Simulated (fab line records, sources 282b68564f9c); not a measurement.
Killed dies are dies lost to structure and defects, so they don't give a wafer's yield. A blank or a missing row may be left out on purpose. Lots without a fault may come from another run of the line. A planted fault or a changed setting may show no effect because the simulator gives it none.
fab line records | flow rit_cmos
record lots=5 wafers=15 last_day=7
route steps=202 shown NSD@133 PSD@142 M1@202
lots that met no fault: from a run of the same line without faults
start_h: hours from the record's first day to the start of the lot's first wafer shown | wait_h: hours since the lot's step before | " the same as in the row above | L1.1+2: a row that stands for several wafers | - no value, or no start given | * or withheld: withheld | < > ~ a bound
route shown NAME@n: a module of which the file shows steps, and the number in the route of the first | usual: mean/standard deviation of fault-free wafers | same: alike in all rows | chamber/n: place in a boat | sites: the reading at each site | _std_site: their standard deviation | _edge_site: outer sites' mean less inner sites' | radius_mm: how far each site lies from the wafer's centre | mask NAME#n: copy n | behind: the tool/chamber that last shaped the wafer | hold: why the lot was held/for how many hours/how that ended | device: the transistor (n, p or np) that didn't switch | end of line: the same wafers' tests at the end of the route | a step without rows: its recipe alone | killed: dies lost to structure and defects at the first sort, not the wafer's yield | map: a wafer's dies, x killed, . not, _ none there
set.NAME: the setting as run; set.NAME@STEP: as run at that earlier step | model.NAME: the simulator's own value behind a step, which no gauge read
lots at some steps of the route; a table a step, a row a wafer
services: from which hour (start_h, from the record's first day; less than 0 if before it) a tool's chamber was out of use, for how many hours, and why
## steps
# step RIT_NSD_SOFTBAKE_02
# recipe resist=NOVOLAK temp_c=90 time_s=60
# step RIT_NSD_EXPOSE_03
# recipe mask_id=M9 na=0.57 target_cd_nm=40700 dose_mj=250
# step RIT_NSD_PEB_04
# recipe resist=NOVOLAK temp_c=withheld time_s=withheld
# step RIT_NSD_DEVELOP_05
# recipe resist=NOVOLAK develop_time_s=52.14 dev_temp_c=23
# step RIT_NSD_OVL_MEAS_06
# usual NSD_OVL=0.3/1.2
# columns lot.wafer tool chamber start_h wait_h NSD_OVL[nm]
L879.1 overlay-02 - 52.15 - -2.3
L879.5 " - " " -1.4
L879.6 " - " " -1.5
L882.1 overlay-01 - 67.06 - 1.1
L882.2 " - " " 1.4
L882.3 " - " " 0.2
L887.1 overlay-02 - 92.04 - -1.1
L887.3 " - " " -0.3
L887.4 " - " " -1.7
L899.1 overlay-02 - 152.35 - -0.3
L899.3 " - " " 0.1
L899.6 " - " " -0.4
L901.1 overlay-01 - 161.55 - -0.7
L901.2 " - " " -0.2
L901.5 " - " " 0.0
# step RIT_NSD_HARDBAKE_07
# recipe resist=NOVOLAK temp_c=140 time_s=60
# step RIT_NSD_IMPLANT_08
# recipe species=P energy_kev=25 dose_cm2=1e+15 tilt_deg=7
# step RIT_NSD_STRIP_09
# recipe chemistry=O2 time_s=180 resist=NOVOLAK platen_temp_c=withheld power_w=500 pressure_mtorr=4000 o2_flow_sccm=4000
# usual chamber_pressure_mTorr=4000/3.6 drypump_motor_current_A=5.7/0.49
# columns lot.wafer tool chamber start_h wait_h chamber_pressure_mTorr drypump_motor_current_A rf_hours_counter_h
L879.1 plasma_asher-03 0 52.48 0.1 3999 6.4 39
L879.5 " 0 " " 3999 6.5 -
L879.6 " 1 " " 3998 5.7 -
L882.1 plasma_asher-01 1 67.39 0.1 4002 5.5 46
L882.2 " 0 " " 4007 5.0 46
L882.3 " 1 " " 4001 5.5 -
L887.1 plasma_asher-02 1 92.37 0.1 3996 6.0 45
L887.3 " 1 " " 4000 6.0 -
L887.4 " 0 " " 4007 6.2 -
L899.1 plasma_asher-01 1 152.69 0.1 3998 5.5 5
L899.3 " 0 " " 4005 5.0 -
L899.6 " 0 " " 3998 5.0 -
L901.1 plasma_asher-01 0 161.89 0.1 3997 5.0 6
L901.2 " 1 " " 3997 5.5 6
L901.5 " 0 " " 4005 5.0 -
# step RIT_NSD_TW_MEAS_10
# usual NSD_TW=3117/23
# columns lot.wafer tool chamber start_h wait_h NSD_TW
L879.1 film_metro-02 - 52.66 0.1 3120
L879.5 " - " " 3128
L879.6 " - " " 3136
L882.1 film_metro-01 - 67.57 0.1 3122
L882.2 " - " " 3123
L882.3 " - " " 3112
L887.1 film_metro-03 - 92.55 0.1 3118
L887.3 " - " " 3128
L887.4 " - " " 3112
L899.1 film_metro-01 - 152.86 0.1 3103
L899.3 " - " " 3118
L899.6 " - " " 3108
L901.1 film_metro-01 - 162.06 0.1 3128
L901.2 " - " " 3106
L901.5 " - " " 3115
# step RIT_PSD_HMDS_00
# recipe prime_time_s=60 prime_temp_c=140
# step RIT_PSD_COAT_01
# recipe resist=NOVOLAK spin_rpm=3250 resist_thk_nm=1000
# step RIT_PSD_SOFTBAKE_02
# recipe resist=NOVOLAK temp_c=90 time_s=60
# step RIT_PSD_EXPOSE_03
# recipe mask_id=M10 na=0.57 target_cd_nm=40900 dose_mj=250
# usual reticle_temp_C=22.98/0.092
# columns lot.wafer tool chamber start_h wait_h mask reticle_temp_C
L879.1 iline_stepper-02 0 53.29 0.2 M10#0 22.97
L879.5 " 0 " " M10#0 22.93
L879.6 " 0 " " M10#0 23.04
L882.1 iline_stepper-02 0 68.20 0.2 M10#0 22.92
L882.2 " 0 " " M10#0 23.03
L882.3 " 0 " " M10#0 22.96
L887.1 iline_stepper-02 0 93.06 0.1 M10_R1#0 23.00
L887.3 " 0 " " M10_R1#0 22.96
L887.4 " 0 " " M10_R1#0 22.95
L899.1 iline_stepper-01 0 153.50 0.2 M10#0 22.97
L899.3 " 0 " " M10#0 22.80
L899.6 " 0 " " M10#0 22.84
L901.1 iline_stepper-01 0 162.70 0.2 M10#0 22.95
L901.2 " 0 " " M10#0 23.02
L901.5 " 0 " " M10#0 23.12
# step RIT_PSD_PEB_04
# recipe resist=NOVOLAK temp_c=withheld time_s=withheld
# step RIT_M1_PROBE_99
# usual killed_at_contacts=0.1/0.23 killed_at_front_end=7.3/2.9 killed_dies=7.3/3 killed_open=3.6/1.8 killed_short=3.7/2.1
# same gross_dies=264 killed_at_M0_to_M3=0 killed_at_M4_up=0 killed_at_back_side=0 killed_at_other=0
# columns lot.wafer tool chamber start_h wait_h killed_at_contacts killed_at_front_end killed_dies killed_open killed_short model.etest.select_edge_diode_p.leak_log10_a
L879.1 prober-01 - 62.27 0.1 0 5 5 2 3 -10.34
L879.5 prober-01 - 62.47 0.2 0 2 2 1 1 -10.32
L879.6 prober-01 - 62.52 0.2 0 4 4 3 1 -10.34
L882.1 prober-02 - 77.14 0.1 0 11 11 4 6 -10.34
L882.2 prober-02 - 77.19 0.1 0 12 12 4 8 -10.47
L882.3 prober-02 - 77.24 0.2 0 5 5 2 3 -10.5
L887.1 prober-01 - 102.12 0.1 0 11 11 8 3 -6.142
L887.3 prober-01 - 102.22 0.2 0 6 6 3 3 -5.979
L887.4 prober-01 - 102.27 0.2 0 6 6 4 2 -6.172
L899.1 prober-01 - 162.35 0.1 0 11 11 4 7 -10.35
L899.3 prober-01 - 162.45 0.2 1 6 7 4 2 -10.33
L899.6 prober-01 - 162.60 0.2 0 6 6 5 1 -10.41
L901.1 prober-01 - 171.78 0.1 0 12 12 3 8 -10.23
L901.2 prober-01 - 171.83 0.1 0 9 9 4 5 -10.52
L901.5 prober-01 - 171.98 0.2 0 7 7 3 2 -10.49
# killed by level:class
L879.1 FOX2:geometric_particle:short=1 GATE:geometric_particle:open=1 GATE:geometric_particle:short=1 REOX:geometric_particle:short=1 REOX:geometric_particle:open=1
L879.5 GATE:geometric_particle:short=1 GATE:geometric_particle:open=1
L879.6 FOX1:geometric_particle:open=1 GATE:geometric_particle:open=1 GATE:geometric_particle:short=1 SILICIDE:geometric_particle:open=1
L882.1 GATE:geometric_particle:short=3 SPACER:geometric_particle:open=2 FOX2:geometric_particle:short=1 GATE:geometric_particle:open=1 REOX:geometric_particle:open=1 REOX:geometric_particle:short=1 SPACER:geometric_particle:short=1 PWELL:coat_microbubble_printed=1
L882.2 GATE:geometric_particle:short=3 GATE:geometric_particle:open=3 FOX2:geometric_particle:short=2 SPACER:geometric_particle:short=2 FOX2:geometric_particle:open=1 REOX:geometric_particle:short=1
L882.3 GATE:geometric_particle:short=2 FOX1:geometric_particle:open=1 SPACER:geometric_particle:short=1 SILICIDE:geometric_particle:open=1
L887.1 FOX1:geometric_particle:open=2 GATE:geometric_particle:open=2 REOX:geometric_particle:open=2 FOX2:geometric_particle:short=1 GATE:geometric_particle:short=1 REOX:geometric_particle:short=1 SPACER:geometric_particle:open=1 SILICIDE:geometric_particle:open=1
L887.3 GATE:geometric_particle:open=2 GATE:geometric_particle:short=2 REOX:geometric_particle:short=1 SILICIDE:geometric_particle:open=1
L887.4 GATE:geometric_particle:open=2 FOX1:geometric_particle:open=1 GATE:geometric_particle:short=1 REOX:geometric_particle:short=1 SPACER:geometric_particle:open=1
L899.1 GATE:geometric_particle:short=3 FOX1:geometric_particle:short=2 FOX1:geometric_particle:open=2 GATE:geometric_particle:open=1 SPACER:geometric_particle:short=1 SILICIDE:geometric_particle:open=1 SILICIDE:geometric_particle:short=1
L899.3 FOX1:geometric_particle:open=2 FOX1:geometric_particle:short=1 FOX2:geometric_particle:open=1 SILICIDE:geometric_particle:open=1 SILICIDE:geometric_particle:short=1 CONTACT:coat_microbubble_printed=1
L899.6 GATE:geometric_particle:open=2 FOX1:geometric_particle:open=1 SPACER:geometric_particle:short=1 SPACER:geometric_particle:open=1 SILICIDE:geometric_particle:open=1
L901.1 GATE:geometric_particle:short=4 FOX1:geometric_particle:short=1 FOX2:geometric_particle:short=1 FOX2:geometric_particle:open=1 GATE:geometric_particle:open=1 REOX:geometric_particle:open=1 REOX:geometric_particle:short=1 SILICIDE:geometric_particle:short=1
L901.2 GATE:geometric_particle:short=3 FOX1:geometric_particle:open=2 GATE:geometric_particle:open=2 FOX1:geometric_particle:short=1 SPACER:geometric_particle:short=1
L901.5 FOX1:geometric_particle:short=2 GATE:geometric_particle:open=2 NLDD:coat_microbubble_printed=2 SILICIDE:geometric_particle:open=1
## services
# columns tool chamber start_h hours kind
iline_stepper-02 0 34.41 - calibration
iline_stepper-02 - 70.30 1.7 pm
iline_stepper-01 0 77.58 - calibration
plasma_asher-01 - 108.75 9.0 pm
plasma_asher-01 0 108.75 9.0 vent_cycle
plasma_asher-01 1 108.75 9.0 vent_cycle
iline_stepper-02 - 109.03 2.4 repair
plasma_asher-01 0 117.75 - clean
plasma_asher-01 1 117.75 - clean
iline_stepper-02 - 127.35 - consumable_replace:lamp
plasma_asher-03 - 127.60 15.7 repair
iline_stepper-01 - 148.07 1.7 pm
## key
first_sign step=RIT_PSD_EXPOSE_03 reading=mask direction=changed
effect none on later readings
model_effect step=RIT_M1_PROBE_99 value=etest.select_edge_diode_p.leak_log10_a without=-10.19 struck=-6.098
met_at RIT_PSD_EXPOSE_03
struck_wafers L887.1,L887.3,L887.4
tester_left_out L887
onset_between 68.20 93.06
fault kind=wrong_mask tool=any chamber=- onset_h=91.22 steps=RIT_PSD_EXPOSE_03 aux_copy=M10_R1#0 cd_offset_nm=-350 scope=struck_lots_only
# tester_left_out: of these lots the tester's yield and bins aren't shown, on N5 and GAA mostly nor the transistor test; their killed dies are dies lost to structure and defects alone, not to doping, threshold or leakage, so they don't give the yield
